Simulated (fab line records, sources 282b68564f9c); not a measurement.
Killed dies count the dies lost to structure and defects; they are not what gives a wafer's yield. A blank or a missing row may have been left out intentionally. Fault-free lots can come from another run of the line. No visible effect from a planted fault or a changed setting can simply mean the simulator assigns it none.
A lot that was struck, set against a sound lot	flow rit-cmos	18 out of 202 route steps
Sound: wafers L399.1, L399.3, L399.5. Wafers struck: L415.3, L415.4, L415.6. The cause is named last.
Per side, at each step with rows, come the tool, then ch with its chambers, and then its first start. Under that, the readings that differ: sound wafers	struck wafers	difference of the means	sigmas: that difference in standard deviations of wafers without a fault.
alike: readings with means less than 2 such deviations apart, plus words and numbers identical on both sides. not compared: withheld readings, readings lacking a value on some wafer, bounds such as >300 that could conceal the same value, and numbers that have no deviation in the record and whose values overlap.
The two part at a step that has a row with sigmas, a row that says differs or no value, or rows on one side only. Non-overlapping numbers with no deviation appear without sigmas and do not part them. A reading that every wafer of one side lacks parts them only if that side has two wafers or more.

first, 2 steps without rows for these wafers: RIT_ACTIVE_CLEAN_17 (cleans in SC2, time 600 s); RIT_FOX1_OXIDATION_00 (target thk 350.7 nm, ox time 1130 s).
RIT_FOX1_THK_MEAS_01:
  struck on film-metro-03, day 5 01:38; sound on film-metro-02, day 1 18:52
  alike: FOX1_OXIDE_THK
then, 2 steps without rows for these wafers: RIT_FOX1_WET_ETCH_02 (etches SiO2 in BOE, target depth 350 nm, time 390 s); RIT_FOX2_OXIDATION_00 (target thk 350.7 nm, ox time 1130 s).
RIT_FOX2_THK_MEAS_01:
  struck on film-metro-03, day 5 04:02; sound on film-metro-04, day 1 21:22
  alike: FOX2_OXIDE_THK
then, 2 steps without rows for these wafers: RIT_FOX2_CLEAN_02 (cleans in dHF, time 180 s); RIT_FOX2_WET_ETCH_03 (etches Si3N4 in H3PO4, target depth 195 nm, time 2700 s).
RIT_FOX2_THK_MEAS_90:
  struck on film-metro-04, day 5 04:54; sound on film-metro-03, day 1 22:15
  alike: FIELD_OXIDE_LEFT_1_THK
then, 3 steps without rows for these wafers: RIT_NWELL_HMDS_00 (prime time 60 s); RIT_NWELL_COAT_01 (resist thk 1300 nm); RIT_NWELL_SOFTBAKE_02 (time 60 s).
RIT_NWELL_EXPOSE_03: exposes mask M2, target cd 43900 nm.
  sound on iline-stepper-02 ch 0, day 1 22:53; struck on iline-stepper-01 ch 0, day 5 05:34
reading	sound	struck	difference	sigmas
model.NWELL.overlay-x-nm (nm)	-0.9383 -0.9383 -0.9383	-179.1 -179.1 -179.1	-178.2	
  alike: mask
then, 2 steps without rows for these wafers: RIT_NWELL_PEB_04; RIT_NWELL_DEVELOP_05 (develop time 68 s).
RIT_NWELL_OVL_MEAS_06:
  struck on overlay-02, day 5 05:58; sound on overlay-02, day 1 23:19
reading	sound	struck	difference	sigmas
NWELL_OVL (nm)	-0.8 0.6 -1.6	-179.0 -176.2 -177.1	-176.8	-99 or more
then, 1 step without rows for these wafers: RIT_NWELL_HARDBAKE_07 (time 120 s).
RIT_M1_PROBE_99:
  struck on prober-02, day 7 04:19; sound on prober-02, day 3 14:25
reading	sound	struck	difference	sigmas
model.etest.well-edge-right.line-ohm-um	181.4 182.5 180.3	195.3 192.8	+12.7	
model.etest.well-edge-left.line-ohm-um	181.8 183.8 182.5	177.1 175.5	-6.4	
  alike: killed-at-contacts, killed-at-front-end, killed-dies, killed-open, killed-short

WHERE THEY PART
RIT_NWELL_OVL_MEAS_06 only, going by this record. Later steps at which nothing parts them and some readings are alike: RIT_M1_PROBE_99.

WHY: the cause the simulator had injected
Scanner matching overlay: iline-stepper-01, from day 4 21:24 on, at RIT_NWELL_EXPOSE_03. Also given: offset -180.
